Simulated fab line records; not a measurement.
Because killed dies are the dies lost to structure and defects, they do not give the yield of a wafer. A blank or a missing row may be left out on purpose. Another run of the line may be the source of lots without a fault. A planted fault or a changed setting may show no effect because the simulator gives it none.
fab line records	flow ritCmos
record lots=6	wafers=18	lastDay=7
route steps=202 shown ACTIVE@14 FOX1@20 FOX2@23 M1@202
lots untouched by any fault: they come from a run of this same line in which no faults occurred
startH: the number of hours between the record's first day and the start of the first shown wafer of the lot	waitH: hours since the lot's step before	" as in the row above	L1.1+2: a row that stands for several wafers	- either no value or no given start	* or withheld: withheld	< > ~ a bound
route shown NAME@n: a module of which the file shows steps, and the number in the route of the first	usual: mean/standard deviation of fault-free wafers	same: alike in all rows	chamber/n: place in a boat	sites: readings site by site	_std_site: standard deviation of those values	_edge_site: inner sites' mean taken away from outer sites' mean	radiusMm: for every site, how far away it sits from the centre of the wafer	mask NAME#n: copy n	behind: the tool/chamber that last shaped the wafer	hold: cause of the lot's hold/its duration in hours/its outcome	device: transistor that didn't switch, given as n, p or np	end of line: the route-end tests of the same wafers	a step with no rows: only its recipe	killed: not the wafer's yield, but the dies lost to structure and defects at the first sort	map: a wafer's dies, marking killed ones x, the rest . and places with no die _
set.NAME: the setting that was run; set.NAME@STEP: the one run at that earlier step	model.NAME: the simulator's own value behind a step, which no gauge read
a table for each step, a row for each wafer; lots at some steps of the route
services: the hour from which a tool's chamber was out of use, counted from the record's first day as startH (under 0 if before that day), plus the number of hours and why
## steps
# step RIT_ACTIVE_ETCH_13
# recipe stopOn=SiO2	chemistry=SF6	target=Si3N4	timeS=210	overEtchFrac=0.4	SF6_flow_sccm=200	pressureMtorr=260	rfW=125	targetDepthA=2100
# usual SF6_flow_sccm=200.0/0.58	chamberPressureMTorr=260.01/0.25	drypumpMotorCurrentA=5.60/0.3	oesProductAu=0.817/0.014	rfFwdPowerW=124.7/0.38	runLengthS=238.2/0.44	throttleValvePct=7.47/0.12
lot.wafer	tool	chamber	startH	waitH	SF6_flow_sccm	chamberPressureMTorr	drypumpMotorCurrentA	oesProductAu	rfFwdPowerW	rfHoursCounterH	runLengthS	throttleValvePct
L239.3	rieDiel-03	2	19.71	0.1	199.1	260.07	5.65	0.834	124.2	149	238.7	7.27
L239.5	"	2	"	"	199.0	259.73	5.65	0.828	123.4	-	238.9	7.27
L239.6	"	3	"	"	199.7	260.34	5.80	0.839	125.2	-	239.1	7.46
L245.2	rieDiel-02	0	50.58	0.1	199.7	260.12	6.54	0.813	124.7	128	238.3	7.45
L245.3	"	1	"	"	201.4	259.95	5.73	0.809	124.5	4	238.0	7.35
L245.5	"	1	"	"	201.1	260.15	5.73	0.805	124.4	-	238.0	7.37
L255.1	rieDiel-03	0	102.42	0.1	199.7	260.23	5.56	0.802	124.3	5	238.4	7.69
L255.4	"	2	"	"	200.2	260.05	5.64	0.833	123.7	150	239.0	7.28
L255.5	"	0	"	"	200.5	259.98	5.51	0.807	124.0	-	238.3	7.68
L256.1	rieDiel-04	2	106.45	0.1	200.7	260.13	5.69	0.796	124.8	7	238.8	7.51
L256.3	"	0	"	"	198.6	260.72	5.51	0.822	124.5	151	238.3	7.55
L256.4	"	3	"	"	199.5	259.65	5.46	0.819	124.2	13	237.6	7.50
L258.2	rieDiel-03	0	114.97	0.1	199.3	259.97	5.57	0.801	124.9	6	238.4	7.66
L258.3	"	3	"	"	200.3	260.07	5.78	0.814	125.3	137	238.7	7.46
L258.4	"	3	"	"	200.2	259.83	5.78	0.816	124.2	-	239.4	7.48
L261.1	rieDiel-02	3	129.95	0.1	199.5	259.84	6.09	0.841	124.7	28	238.3	7.56
L261.2	"	1	"	"	200.7	260.20	5.75	0.801	124.5	6	237.9	7.37
L261.4	"	2	"	"	200.4	260.24	5.74	0.827	125.2	73	238.8	7.50
# step RIT_ACTIVE_STRIP_14
# recipe chemistry=O2	timeS=180	resist=NOVOLAK	platenTempC=withheld	powerW=500	pressureMtorr=4000	o2FlowSccm=4000
# usual chamberPressureMTorr=4000/3.5	drypumpMotorCurrentA=5.92/0.3
lot.wafer	tool	chamber	startH	waitH	chamberPressureMTorr	drypumpMotorCurrentA	rfHoursCounterH
L239.3	plasmaAsher-03	1	19.90	0.1	4002	6.14	-
L239.5	"	0	"	"	4000	5.92	-
L239.6	"	1	"	"	4001	6.13	-
L245.2	plasmaAsher-04	0	50.72	0.1	3996	5.79	25
L245.3	"	1	"	"	4006	5.38	-
L245.5	"	0	"	"	3998	5.77	-
L255.1	plasmaAsher-03	1	102.55	0.1	4008	6.16	45
L255.4	"	0	"	"	3998	5.91	-
L255.5	"	0	"	"	3996	5.91	-
L256.1	plasmaAsher-04	1	106.58	0.1	4006	5.38	32
L256.3	"	0	"	"	3998	5.80	-
L256.4	"	1	"	"	4004	5.39	-
L258.2	plasmaAsher-01	0	115.10	0.1	4002	5.64	45
L258.3	"	0	"	"	3998	5.64	-
L258.4	"	1	"	"	4001	6.35	-
L261.1	plasmaAsher-01	1	130.09	0.1	4001	6.37	48
L261.2	"	0	"	"	4004	5.65	48
L261.4	"	1	"	"	4002	6.38	-
# step RIT_ACTIVE_CD_MEAS_90
# recipe targetCdNm=1400
# usual cdNm=1400.3/1.9
lot.wafer	tool	chamber	startH	waitH	cdNm
L239.3	cdSem-02	-	20.06	0.1	1398.8
L239.5	"	-	"	"	1399.6
L239.6	"	-	"	"	1399.5
L245.2	cdSem-01	-	50.91	0.1	1399.0
L245.3	"	-	"	"	1401.6
L245.5	"	-	"	"	1398.8
L255.1	cdSem-02	-	102.72	0.1	1398.4
L255.4	"	-	"	"	1398.1
L255.5	"	-	"	"	1400.2
L256.1	cdSem-02	-	106.76	0.1	1400.5
L256.3	"	-	"	"	1398.6
L256.4	"	-	"	"	1400.2
L258.2	cdSem-02	-	115.29	0.1	1398.2
L258.3	"	-	"	"	1400.2
L258.4	"	-	"	"	1398.0
L261.1	cdSem-01	-	130.26	0.1	1399.3
L261.2	"	-	"	"	1402.0
L261.4	"	-	"	"	1398.7
# step RIT_ACTIVE_CLEAN_15
# recipe chemistry=SC1	mix=3:3:50	timeS=600	tempC=75
# step RIT_ACTIVE_CLEAN_16
# recipe chemistry=dHF	dilution=50:1	timeS=30
# step RIT_ACTIVE_CLEAN_17
# recipe chemistry=SC2	mix=3:3:50	timeS=600	tempC=75	dry=n2Spin
# step RIT_FOX1_OXIDATION_00
# recipe tempC=1100	ambient=H2O	targetThkA=3507	pH2oTorr=720	oxTimeS=1130
# step RIT_FOX1_THK_MEAS_01
# recipe reads=SiO2_of_FOX1_OXIDATION_00
# usual FOX1_OXIDE_THK=349/7.6
lot.wafer	tool	chamber	startH	waitH	FOX1_OXIDE_THK[nm]
L239.3	filmMetro-02	-	26.35	0.0	352
L239.5	"	-	"	"	351
L239.6	"	-	"	"	357
L245.2	filmMetro-02	-	54.12	0.0	348
L245.3	"	-	"	"	342
L245.5	"	-	"	"	347
L255.1	filmMetro-01	-	104.53	0.0	373
L255.4	"	-	"	"	364
L255.5	"	-	"	"	361
L256.1	filmMetro-01	-	110.36	0.0	346
L256.3	"	-	"	"	348
L256.4	"	-	"	"	345
L258.2	filmMetro-04	-	119.29	0.0	353
L258.3	"	-	"	"	345
L258.4	"	-	"	"	355
L261.1	filmMetro-04	-	134.89	0.0	345
L261.2	"	-	"	"	340
L261.4	"	-	"	"	340
# step RIT_FOX1_WET_ETCH_02
# recipe chemistry=BOE	targetDepthNm=350	timeS=390	tempC=21.5	dry=n2Spin	dilution=10:1	target=SiO2
# step RIT_FOX2_OXIDATION_00
# recipe tempC=1096	ambient=H2O	targetThkA=3507	pH2oTorr=720	oxTimeS=1130
# step RIT_FOX2_THK_MEAS_01
# recipe reads=SiO2_of_FOX2_OXIDATION_00
# usual FOX2_OXIDE_THK=344/6.7
lot.wafer	tool	chamber	startH	waitH	FOX2_OXIDE_THK[nm]
L239.3	filmMetro-04	-	28.99	0.0	345
L239.5	"	-	"	"	346
L239.6	"	-	"	"	343
L245.2	filmMetro-04	-	55.61	0.0	349
L245.3	"	-	"	"	352
L245.5	"	-	"	"	345
L255.1	filmMetro-03	-	109.88	0.0	360
L255.4	"	-	"	"	352
L255.5	"	-	"	"	356
L256.1	filmMetro-04	-	112.21	0.0	339
L256.3	"	-	"	"	344
L256.4	"	-	"	"	345
L258.2	filmMetro-03	-	121.77	0.0	346
L258.3	"	-	"	"	343
L258.4	"	-	"	"	345
L261.1	filmMetro-04	-	136.38	0.0	350
L261.2	"	-	"	"	342
L261.4	"	-	"	"	342
# step RIT_FOX2_CLEAN_02
# recipe chemistry=dHF	dilution=50:1	timeS=180
# step RIT_FOX2_WET_ETCH_03
# recipe chemistry=H3PO4	target=Si3N4	targetDepthNm=195	tempC=165	timeS=2700
# usual bathGuardTempC=165.0/0.33	runLengthS=2729/3.8
lot.wafer	tool	chamber	startH	waitH	bathGuardTempC	runLengthS
L239.3	wetBench-03	0	29.09	0.0	164.5	2728
L239.5	"	0	"	"	164.7	2728
L239.6	"	0	"	"	164.6	2728
L245.2	wetBench-02	1	55.72	0.0	164.6	2734
L245.3	"	1	"	"	164.8	2734
L245.5	"	1	"	"	164.8	2734
L255.1	wetBench-02	1	110.00	0.0	164.7	2819
L255.4	"	1	"	"	164.7	2819
L255.5	"	1	"	"	165.0	2819
L256.1	wetBench-02	2	112.32	0.0	165.3	2816
L256.3	"	2	"	"	165.2	2816
L256.4	"	2	"	"	165.1	2816
L258.2	wetBench-04	0	121.89	0.0	164.6	2732
L258.3	"	0	"	"	164.9	2732
L258.4	"	0	"	"	165.4	2732
L261.1	wetBench-03	3	136.50	0.0	165.0	2727
L261.2	"	3	"	"	164.9	2727
L261.4	"	3	"	"	165.0	2727
# step RIT_FOX2_THK_MEAS_90
# recipe reads=SiO2_of_FOX2_OXIDATION_00
# usual FIELD_OXIDE_LEFT_1_THK=317/6.6
lot.wafer	tool	chamber	startH	waitH	FIELD_OXIDE_LEFT_1_THK[nm]
L239.3	filmMetro-03	-	29.87	0.0	318
L239.5	"	-	"	"	318
L239.6	"	-	"	"	316
L245.2	filmMetro-03	-	57.53	0.0	321
L245.3	"	-	"	"	324
L245.5	"	-	"	"	318
L255.1	filmMetro-03	-	110.76	0.0	333
L255.4	"	-	"	"	324
L255.5	"	-	"	"	328
L256.1	filmMetro-02	-	113.08	0.0	312
L256.3	"	-	"	"	317
L256.4	"	-	"	"	317
L258.2	filmMetro-02	-	122.72	0.0	319
L258.3	"	-	"	"	315
L258.4	"	-	"	"	318
L261.1	filmMetro-04	-	137.26	0.0	322
L261.2	"	-	"	"	314
L261.4	"	-	"	"	315
# step RIT_M1_PROBE_99
# usual killedAtContacts=0.1/0.25	killedAtFrontEnd=6.8/2.9	killedDies=6.9/2.9	killedOnRim=1.7/1.3	killedOpen=3.3/1.9	killedShort=3.6/1.9
# same grossDies=264	killed_at_M0_to_M3=0	killed_at_M4_up=0	killedAtBackSide=0	killedAtOther=0
lot.wafer	tool	chamber	startH	waitH	killedAtContacts	killedAtFrontEnd	killedDies	killedOnRim	killedOpen	killedShort
L239.3	prober-01	-	70.90	0.2	0	5	5	1	2	3
L239.5	prober-01	-	71.00	0.2	0	8	8	3	3	5
L239.6	prober-01	-	71.05	0.2	0	10	10	2	3	7
L245.2	prober-02	-	97.28	0.1	0	10	10	2	4	6
L245.3	prober-02	-	97.33	0.2	0	7	7	0	2	5
L245.5	prober-02	-	97.43	0.2	0	7	7	0	3	4
L255.1	prober-02	-	150.04	0.1	0	4	4	1	1	3
L255.4	prober-02	-	150.19	0.2	0	6	6	1	1	5
L255.5	prober-02	-	150.24	0.2	0	5	5	4	0	5
L256.1	prober-01	-	157.66	0.1	1	7	8	1	5	3
L256.3	prober-01	-	157.76	0.2	0	9	9	5	2	7
L256.4	prober-01	-	157.81	0.2	0	7	7	3	4	3
L258.2	prober-01	-	164.30	0.1	0	7	7	2	4	3
L258.3	prober-01	-	164.35	0.2	0	5	5	0	4	1
L258.4	prober-01	-	164.40	0.2	0	4	4	0	1	3
L261.1	prober-02	-	178.28	0.1	0	6	6	2	3	3
L261.2	prober-02	-	178.33	0.1	0	5	5	2	4	1
L261.4	prober-02	-	178.43	0.2	0	11	11	4	6	5
# killed by level:class
L239.3 GATE:geometricParticle:short=2 FOX2:geometricParticle:open=1 GATE:geometricParticle:open=1 SPACER:geometricParticle:short=1
L239.5 GATE:geometricParticle:short=2 REOX:geometricParticle:short=2 FOX1:geometricParticle:open=1 FOX1:geometricParticle:short=1 FOX2:geometricParticle:open=1 GATE:geometricParticle:open=1
L239.6 GATE:geometricParticle:short=3 FOX2:geometricParticle:open=2 FOX1:geometricParticle:short=1 FOX2:geometricParticle:short=1 REOX:geometricParticle:short=1 SPACER:geometricParticle:open=1 SILICIDE:geometricParticle:short=1
L245.2 GATE:geometricParticle:short=5 GATE:geometricParticle:open=3 REOX:geometricParticle:open=1 SILICIDE:geometricParticle:short=1
L245.3 GATE:geometricParticle:short=2 FOX1:geometricParticle:short=1 FOX2:geometricParticle:open=1 GATE:geometricParticle:open=1 REOX:geometricParticle:short=1 SILICIDE:geometricParticle:short=1
L245.5 GATE:geometricParticle:short=3 FOX1:geometricParticle:short=1 GATE:geometricParticle:open=1 REOX:geometricParticle:open=1 SILICIDE:geometricParticle:open=1
L255.1 GATE:geometricParticle:short=2 GATE:geometricParticle:open=1 SPACER:geometricParticle:short=1
L255.4 GATE:geometricParticle:short=2 FOX1:geometricParticle:open=1 FOX2:geometricParticle:short=1 SPACER:geometricParticle:short=1 SILICIDE:geometricParticle:short=1
L255.5 GATE:geometricParticle:short=3 FOX2:geometricParticle:short=1 SILICIDE:geometricParticle:short=1
L256.1 GATE:geometricParticle:short=3 FOX1:geometricParticle:open=2 GATE:geometricParticle:open=2 CONTACT:geometricParticle:open=1
L256.3 GATE:geometricParticle:short=4 FOX1:geometricParticle:short=1 GATE:geometricParticle:open=1 SPACER:geometricParticle:short=1 SPACER:geometricParticle:open=1 SILICIDE:geometricParticle:short=1
L256.4 REOX:geometricParticle:short=2 FOX2:geometricParticle:open=1 GATE:geometricParticle:open=1 REOX:geometricParticle:open=1 SPACER:geometricParticle:short=1 SILICIDE:geometricParticle:open=1
L258.2 REOX:geometricParticle:open=2 FOX2:geometricParticle:short=1 GATE:geometricParticle:short=1 GATE:geometricParticle:open=1 REOX:geometricParticle:short=1 SPACER:geometricParticle:open=1
L258.3 REOX:geometricParticle:open=2 SPACER:geometricParticle:open=2 FOX2:geometricParticle:short=1
L258.4 REOX:geometricParticle:short=2 GATE:geometricParticle:short=1 SPACER:geometricParticle:open=1
L261.1 GATE:geometricParticle:short=2 GATE:geometricParticle:open=2 FOX1:geometricParticle:short=1 FOX1:geometricParticle:open=1
L261.2 FOX1:geometricParticle:open=1 REOX:geometricParticle:open=1 SPACER:geometricParticle:open=1 SILICIDE:geometricParticle:short=1 SILICIDE:geometricParticle:open=1
L261.4 REOX:geometricParticle:short=3 REOX:geometricParticle:open=2 FOX1:geometricParticle:open=1 FOX2:geometricParticle:open=1 GATE:geometricParticle:open=1 SPACER:geometricParticle:short=1 SILICIDE:geometricParticle:short=1 SILICIDE:geometricParticle:open=1
## services
tool	chamber	startH	hours	kind
rieDiel-04	2	12.09	2.1	repair
plasmaAsher-01	-	37.51	3.4	repair
rieDiel-03	1	48.46	8.1	repair
plasmaAsher-01	-	48.61	8.9	repair
rieDiel-04	3	52.55	3.8	repair
plasmaAsher-01	-	74.01	19.3	repair
wetBench-03	-	105.54	1.9	repair
rieDiel-03	2	109.57	15.8	repair
rieDiel-04	2	121.33	7.5	repair
plasmaAsher-03	-	128.34	14.6	pm
## key
firstSign step=RIT_FOX2_WET_ETCH_03	reading=runLengthS	direction=up	sigmas=23	usual=*	struck=*
effect none on later readings
metAt RIT_FOX2_WET_ETCH_03
struckWafers L255.1,L255.4,L255.5,L256.1,L256.3,L256.4
testerLeftOut L255,L256
onsetBetween 55.72 110.00
fault kind=processParameterDrift	tool=wetBench-02	chamber=-	onsetH=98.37	steps=RIT_FOX2_WET_ETCH_03	channel=timeS	offset=*	shape=step	endH=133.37	actsIn=*	stated=*
# testerLeftOut: of these lots the tester's yield and bins aren't shown, on N5 and GAA mostly nor the transistor test; their killed dies are dies lost to structure and defects alone, not to doping, threshold or leakage, so they don't give the yield
